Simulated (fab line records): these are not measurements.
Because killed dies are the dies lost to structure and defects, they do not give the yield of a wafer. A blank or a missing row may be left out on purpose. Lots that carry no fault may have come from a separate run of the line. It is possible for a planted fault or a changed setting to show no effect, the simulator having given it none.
Which tool did it? :: flow rit_cmos :: 15 lots with 45 wafers sampled at 5 steps, on a route of 202 steps

WHAT THE GAUGES READ, wafer by wafer
RIT_ACTIVE_BOW_MEAS_00.
lot: L656
measured: day 1 10:00
on: film_metro-01
INCOMING_BOW (um): 4 -11 -7

lot: L658
measured: day 1 20:04
on: film_metro-04
INCOMING_BOW (um): -4 -1 0

lot: L659
measured: day 2 01:00
on: film_metro-03
INCOMING_BOW (um): -5 -5 -9

lot: L661
measured: day 2 11:04
on: film_metro-04
INCOMING_BOW (um): -2 -1 6

lot: L662
measured: day 2 16:00
on: film_metro-01
INCOMING_BOW (um): 9 4 9

lot: L664
measured: day 3 02:04
on: film_metro-04
INCOMING_BOW (um): -3 -11 -6

lot: L665
measured: day 3 07:02
on: film_metro-03
INCOMING_BOW (um): 3 -2 -2

lot: L666
measured: day 3 12:01
on: film_metro-04
INCOMING_BOW (um): 0 0 -3

lot: L667
measured: day 3 17:00
on: film_metro-04
INCOMING_BOW (um): -2 0 -1

lot: L668
measured: day 3 22:02
on: film_metro-01
INCOMING_BOW (um): 11 -1 5

lot: L669
measured: day 4 03:00
on: film_metro-01
INCOMING_BOW (um): 3 -9 11

lot: L674
measured: day 5 04:00
on: film_metro-04
INCOMING_BOW (um): 4 0 9

lot: L676
measured: day 5 14:02
on: film_metro-04
INCOMING_BOW (um): -4 -6 4

lot: L677
measured: day 5 19:00
on: film_metro-04
INCOMING_BOW (um): 9 -8 6

lot: L678
measured: day 6 00:00
on: film_metro-01
INCOMING_BOW (um): 13 3 10

RIT_WELLDRIVE_RS_MEAS_01: uses a four-point probe to measure.
lot: L656
measured: day 2 07:00
on: film_metro-04
NWELL_RS (ohm/sq): 275.0 276.0 275.1

lot: L658
measured: day 2 15:23
on: film_metro-01
NWELL_RS (ohm/sq): 275.1 276.3 276.1

lot: L659
measured: day 2 20:53
on: film_metro-04
NWELL_RS (ohm/sq): 274.7 274.9 275.5

lot: L661
measured: day 3 08:52
on: film_metro-01
NWELL_RS (ohm/sq): 275.7 275.7 276.3

lot: L662
measured: day 3 13:54
on: film_metro-02
NWELL_RS (ohm/sq): 274.8 274.5 275.0

lot: L664
measured: day 3 23:52
on: film_metro-02
NWELL_RS (ohm/sq): 275.2 274.5 275.4

lot: L665
measured: day 4 05:04
on: film_metro-04
NWELL_RS (ohm/sq): 276.3 274.4 276.4

lot: L666
measured: day 4 09:20
on: film_metro-02
NWELL_RS (ohm/sq): 275.2 275.3 274.3

lot: L667
measured: day 4 12:43
on: film_metro-02
NWELL_RS (ohm/sq): 274.5 275.8 275.8

lot: L668
measured: day 4 20:11
on: film_metro-04
NWELL_RS (ohm/sq): 275.5 275.6 276.0

lot: L669
measured: day 5 01:11
on: film_metro-02
NWELL_RS (ohm/sq): 274.6 275.0 275.2

lot: L674
measured: day 5 23:16
on: film_metro-02
NWELL_RS (ohm/sq): 274.8 275.1 274.5

lot: L676
measured: day 6 15:02
on: film_metro-04
NWELL_RS (ohm/sq): 275.0 274.6 274.9

lot: L677
measured: day 6 15:19
on: film_metro-02
NWELL_RS (ohm/sq): 275.3 276.2 276.3

lot: L678
measured: day 6 20:05
on: film_metro-02
NWELL_RS (ohm/sq): 277.0 276.4 276.4

RIT_PRETRO_OVL_MEAS_06.
lot: L656
measured: day 2 09:41
on: overlay-02
PRETRO_OVL (nm): -1.1 -2.2 -0.7

lot: L658
measured: day 2 18:04
on: overlay-02
PRETRO_OVL (nm): 0.3 0.8 -0.1

lot: L659
measured: day 2 23:41
on: overlay-02
PRETRO_OVL (nm): 0.4 0.6 0.9

lot: L661
measured: day 3 11:45
on: overlay-01
PRETRO_OVL (nm): 0.9 2.3 1.8

lot: L662
measured: day 3 16:41
on: overlay-01
PRETRO_OVL (nm): -0.2 -0.9 1.3

lot: L664
measured: day 4 02:30
on: overlay-01
PRETRO_OVL (nm): 1.2 0.5 0.7

lot: L665
measured: day 4 07:52
on: overlay-02
PRETRO_OVL (nm): -1.0 -0.9 0.6

lot: L666
measured: day 4 12:07
on: overlay-01
PRETRO_OVL (nm): - - -

lot: L667
measured: day 4 15:38
on: overlay-01
PRETRO_OVL (nm): - - -

lot: L668
measured: day 4 23:05
on: overlay-02
PRETRO_OVL (nm): - - -

lot: L669
measured: day 5 04:07
on: overlay-01
PRETRO_OVL (nm): 0.3 0.9 1.1

lot: L674
measured: day 6 04:16
on: overlay-01
PRETRO_OVL (nm): -1.1 0.1 -1.0

lot: L676
measured: day 6 17:43
on: overlay-01
PRETRO_OVL (nm): -1.0 0.2 -1.9

lot: L677
measured: day 6 18:26
on: overlay-01
PRETRO_OVL (nm): -1.1 1.0 0.5

lot: L678
measured: day 6 22:55
on: overlay-01
PRETRO_OVL (nm): -1.5 0.1 -1.8

RIT_PLDD_OVL_MEAS_06.
lot: L656
measured: day 3 01:40
on: overlay-02
PLDD_OVL (nm): -2.2 -3.0 -1.0

lot: L658
measured: day 3 09:49
on: overlay-02
PLDD_OVL (nm): -0.6 -1.7 -1.1

lot: L659
measured: day 3 12:20
on: overlay-02
PLDD_OVL (nm): 1.1 0.5 1.3

lot: L661
measured: day 4 00:40
on: overlay-01
PLDD_OVL (nm): 0.0 0.3 -0.3

lot: L662
measured: day 4 07:42
on: overlay-01
PLDD_OVL (nm): -0.8 -2.0 -2.3

lot: L664
measured: day 4 19:38
on: overlay-01
PLDD_OVL (nm): -1.5 -3.2 -4.1

lot: L665
measured: day 4 22:26
on: overlay-02
PLDD_OVL (nm): -1.2 -0.8 -0.7

lot: L666
measured: day 5 01:23
on: overlay-02
PLDD_OVL (nm): -1.7 0.3 -1.5

lot: L667
measured: day 5 05:43
on: overlay-02
PLDD_OVL (nm): -2.9 -4.9 -4.0

lot: L668
measured: day 5 12:59
on: overlay-02
PLDD_OVL (nm): -1.7 -2.3 -0.6

lot: L669
measured: day 5 16:56
on: overlay-01
PLDD_OVL (nm): -2.6 -3.0 -2.3

lot: L674
measured: day 6 18:23
on: overlay-02
PLDD_OVL (nm): 1.0 1.5 2.5

lot: L676
measured: day 7 05:09
on: overlay-02
PLDD_OVL (nm): -1.6 -0.1 -0.2

lot: L677
measured: day 7 09:16
on: overlay-01
PLDD_OVL (nm): -1.6 -0.2 -1.6

lot: L678
measured: day 8 00:31
on: overlay-02
PLDD_OVL (nm): -2.5 -0.4 0.5

TOOL THAT RAN EACH LOT (tool first, then ch and the chambers of the sampled wafers, then the start)
lot: L656
RIT_PRETRO_COAT_01: litho_track-03 ch 0, day 2 08:57

lot: L658
RIT_PRETRO_COAT_01: litho_track-03 ch 0, day 2 17:24

lot: L659
RIT_PRETRO_COAT_01: litho_track-02 ch 0, day 2 22:57

lot: L661
RIT_PRETRO_COAT_01: litho_track-03 ch 0, day 3 10:57

lot: L662
RIT_PRETRO_COAT_01: litho_track-02 ch 0, day 3 15:58

lot: L664
RIT_PRETRO_COAT_01: litho_track-03 ch 0, day 4 01:50

lot: L665
RIT_PRETRO_COAT_01: litho_track-02 ch 0, day 4 07:10

lot: L666
RIT_PRETRO_COAT_01: litho_track-01, day 4 11:25

lot: L667
RIT_PRETRO_COAT_01: litho_track-02, day 4 14:47

lot: L668
RIT_PRETRO_COAT_01: litho_track-02, day 4 22:16

lot: L669
RIT_PRETRO_COAT_01: litho_track-02 ch 0, day 5 03:22

lot: L674
RIT_PRETRO_COAT_01: litho_track-01 ch 0, day 6 01:26

lot: L676
RIT_PRETRO_COAT_01: litho_track-02 ch 0, day 6 17:01

lot: L677
RIT_PRETRO_COAT_01: litho_track-01 ch 0, day 6 17:42

lot: L678
RIT_PRETRO_COAT_01: litho_track-01 ch 0, day 6 22:11
- RIT_PRETRO_COAT_01: resist thk 1300 nm.

AS READ BY THE TOOLS THEMSELVES (means over the sampled wafers that have a number; for cases with no such wafer, the mark the record gives instead)
RIT_PRETRO_COAT_01.
lot: L656
tool: litho_track-03
chill_plate_temp_C (C): 22.76
dispense_pressure_kPa (kPa): 43.4

lot: L658
tool: litho_track-03
chill_plate_temp_C (C): 22.92
dispense_pressure_kPa (kPa): 43.4

lot: L659
tool: litho_track-02
chill_plate_temp_C (C): 22.87
dispense_pressure_kPa (kPa): 44.4

lot: L661
tool: litho_track-03
chill_plate_temp_C (C): 22.89
dispense_pressure_kPa (kPa): 43.4

lot: L662
tool: litho_track-02
chill_plate_temp_C (C): 22.96
dispense_pressure_kPa (kPa): 44.4

lot: L664
tool: litho_track-03
chill_plate_temp_C (C): 23.08
dispense_pressure_kPa (kPa): 43.4

lot: L665
tool: litho_track-02
chill_plate_temp_C (C): 23.13
dispense_pressure_kPa (kPa): 44.3

lot: L666
tool: litho_track-01
chill_plate_temp_C (C): -
dispense_pressure_kPa (kPa): -

lot: L667
tool: litho_track-02
chill_plate_temp_C (C): -
dispense_pressure_kPa (kPa): -

lot: L668
tool: litho_track-02
chill_plate_temp_C (C): -
dispense_pressure_kPa (kPa): -

lot: L669
tool: litho_track-02
chill_plate_temp_C (C): 23.03
dispense_pressure_kPa (kPa): 44.4

lot: L674
tool: litho_track-01
chill_plate_temp_C (C): 23.04
dispense_pressure_kPa (kPa): 44.8

lot: L676
tool: litho_track-02
chill_plate_temp_C (C): 22.89
dispense_pressure_kPa (kPa): 44.4

lot: L677
tool: litho_track-01
chill_plate_temp_C (C): 23.01
dispense_pressure_kPa (kPa): 44.9

lot: L678
tool: litho_track-01
chill_plate_temp_C (C): 23.08
dispense_pressure_kPa (kPa): 44.9

THE ANSWER, worked out from the rows above alone
Rule: usual is defined by the lots themselves. The widest of any qualifying gaps counts: lots, ordered by their means at a reading, are off when they make up no more than a third of the lots, leave a main group of 4 or more, and stand apart from it by 3 or more times the standard deviation of that group's means. Not used: any main group whose means are identical at the precision the tables above print for the reading. A lot without any number at a reading at which 4 lots or more have one is off too. The other lots that the step has rows for count as sound. First the gauges in route order, then the tools' own readings, where a lot's mean is used as printed above. The first step at which some lot is off is used, and at that step the reading that is off furthest; a lot without a number counts as furthest.
Off: L666, L667, L668, at RIT_PRETRO_OVL_MEAS_06 (PRETRO_OVL). Without a number there: L666, L667, L668. The main group has a mean of -0.0 nm with a standard deviation of 0.86.
If a tool, at a process step before that reading, ran all the lots that are off and no sound lot after the first of them, it fits. Not tried: the gauges at RIT_PRETRO_OVL_MEAS_06; whatever is off there is also off at RIT_PRETRO_COAT_01, on other tools, and gauge error can't account for it. Not one of the candidates tried fits.

WHAT THE SIMULATOR HAD PUT IN
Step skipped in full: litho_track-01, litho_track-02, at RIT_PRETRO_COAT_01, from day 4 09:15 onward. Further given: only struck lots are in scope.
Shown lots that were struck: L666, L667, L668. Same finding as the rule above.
